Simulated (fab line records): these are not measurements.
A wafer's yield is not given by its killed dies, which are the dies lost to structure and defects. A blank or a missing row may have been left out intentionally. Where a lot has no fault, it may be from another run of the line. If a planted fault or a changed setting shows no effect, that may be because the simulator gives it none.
2 desks, one fault + flow ritCmos + only its own numbers are on each desk; what lay behind them is given at the end

== FROM THE METROLOGY DESK ==
What the gauges read, lot by lot, whatever tool the lot ran on: means of the sampled wafers that have a number. A lot is out of limits, marked OUT, if its mean lies more than 4 standard deviations from the usual mean; the brackets give that distance.
Columns: A = cdNm at RIT_ACTIVE_CD_MEAS_11, usual 1398.4 nm; B = NWELL_OVL at RIT_NWELL_OVL_MEAS_06, usual 0.8 nm; C = SPACER_NITRIDE_THK at RIT_SPACER_THK_MEAS_04, usual 250.3 nm
| lot  | first seen here | A      | B    | C               |
|------|-----------------|--------|------|-----------------|
| L190 | day 2 01:11     | 1398.2 | 1.7  | 247.7           |
| L191 | day 2 06:38     | 1396.4 | -0.9 | 249.1           |
| L192 | day 2 11:53     | 1396.8 | -0.6 | 249.1           |
| L193 | day 2 16:04     | 1404.9 | -0.1 | 249.7           |
| L194 | day 2 21:19     | 1398.2 | 2.0  | 251.8           |
| L195 | day 3 02:09     | 1395.8 | 0.9  | 249.3           |
| L197 | day 3 13:30     | 1397.5 | 2.7  | 132.7 (-42) OUT |
| L199 | day 3 21:26     | 1397.3 | 2.0  | 130.8 (-43) OUT |
| L205 | day 5 03:38     | 1399.1 | -0.5 | 251.4           |
| L206 | day 5 10:01     | 1397.1 | 1.3  | 255.3           |
| L208 | day 5 20:50     | 1398.6 | 0.5  | 255.9           |
| L209 | day 6 02:54     | 1396.4 | -0.7 | 248.3           |
| L210 | day 6 05:32     | 1396.5 | 2.0  | 256.2           |
| L211 | day 6 09:34     | 1400.4 | 0.9  | 250.5           |
This desk's result: L197, L199 out of limits, first on L197 (SPACER_NITRIDE_THK at RIT_SPACER_THK_MEAS_04), day 5 00:05. L190, L191, L192, L193, L194, L195, L205, L206, L208, L209, L210, L211: within limits.

== FOR THE TOOL OWNER'S DESK: lpcvd-02 ==
The tool's own readings at RIT_SPACER_CVD_03 (deposits Si3N4 from SiH2Cl2/NH3, target thk 250 nm, time 3300 s): means of the sampled wafers that have a number, for each lot that ran on this tool. A lot is out of limits, marked OUT, if its mean lies more than 4 standard deviations from the usual mean; the brackets give that distance.
Columns: A = susceptorTempC at RIT_SPACER_CVD_03, usual 810.0 C
| lot  | first seen here | A     |
|------|-----------------|-------|
| L191 | day 3 18:10     | 810.3 |
| L192 | day 4 01:10     | 809.9 |
| L194 | day 4 04:41     | 810.5 |
| L195 | day 4 12:58     | 809.7 |
| L197 | day 4 22:11     | 809.9 |
| L199 | day 5 09:07     | 809.9 |
| L209 | day 7 20:16     | 809.6 |
| L211 | day 8 06:31     | 810.5 |
Result from this desk: across the 8 lots, nothing is out of limits.

== BROUGHT TOGETHER ==
An alarm was possible from the metrology desk at day 5 00:05, on L197, L199.
The tool owner's desk saw nothing out of limits.
On record at the tool owner's desk: L197, L199, within its limits.
RIT_SPACER_CVD_03 was run on lpcvd-02 by each of the lots named.

== WHAT THE SIMULATOR HAD INSERTED ==
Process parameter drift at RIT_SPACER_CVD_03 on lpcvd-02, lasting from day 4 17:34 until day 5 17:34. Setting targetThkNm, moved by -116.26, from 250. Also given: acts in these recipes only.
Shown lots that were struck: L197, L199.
Delay in hours, fault start to first out-of-limits reading, per desk: metrology desk 7.
